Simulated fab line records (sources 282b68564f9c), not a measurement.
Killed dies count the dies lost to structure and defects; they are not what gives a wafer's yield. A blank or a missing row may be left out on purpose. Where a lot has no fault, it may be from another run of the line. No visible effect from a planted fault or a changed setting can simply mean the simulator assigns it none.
Matching of chambers / flow rit cmos / RIT_SPACER_ETCHBACK_05 on rie diel-03: 4 sister chambers
The step etches Si3N4 in SF6/CHF3, stops on SiO2, target depth 250 nm, time 240 s. 4 wafers are shown with their chamber, then 7 later ones without.

== WAFERS WITH THEIR CHAMBER ==
wafer=L991.6; chamber=1; drypump motor current A (A)=5.5
wafer=L104.2; chamber=3; drypump motor current A (A)=5.8
wafer=L106.1; chamber=0; drypump motor current A (A)=5.6
wafer=L106.3; chamber=2; drypump motor current A (A)=4.9

== WAFERS WHOSE CHAMBER IS MISSING ==
wafer=L106.6; drypump motor current A (A)=5.5
wafer=L109.1; drypump motor current A (A)=4.8
wafer=L109.2; drypump motor current A (A)=5.5
wafer=L109.4; drypump motor current A (A)=5.6
wafer=L111.1; drypump motor current A (A)=5.5
wafer=L111.4; drypump motor current A (A)=4.9
wafer=L111.6; drypump motor current A (A)=5.6

== EACH ONE'S CHAMBER ==
wafer=L106.6; from the rows above=1; in truth=1
wafer=L109.1; from the rows above=2; in truth=2
wafer=L109.2; from the rows above=1; in truth=1
wafer=L109.4; from the rows above=0; in truth=0
wafer=L111.1; from the rows above=1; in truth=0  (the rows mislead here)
wafer=L111.4; from the rows above=2; in truth=2
wafer=L111.6; from the rows above=0; in truth=0
Correctly placed: 6 of 7. Left unplaced by these rows: 0. 1 placed wrongly.
How it was worked out, from the rows above alone: a wafer's distance from a chamber is the root of the sum, over the readings, of the square of ((its reading less the chamber's mean) divided by the reading's scatter). The wafer belongs to the nearest chamber; if the next one is less than 2 further off, it can't be placed. Each chamber's mean is taken over the wafers shown for it. The scatter (one wafer shown for each chamber): square how far every hidden wafer sits from the nearest shown wafer, average those squares and take the square root.
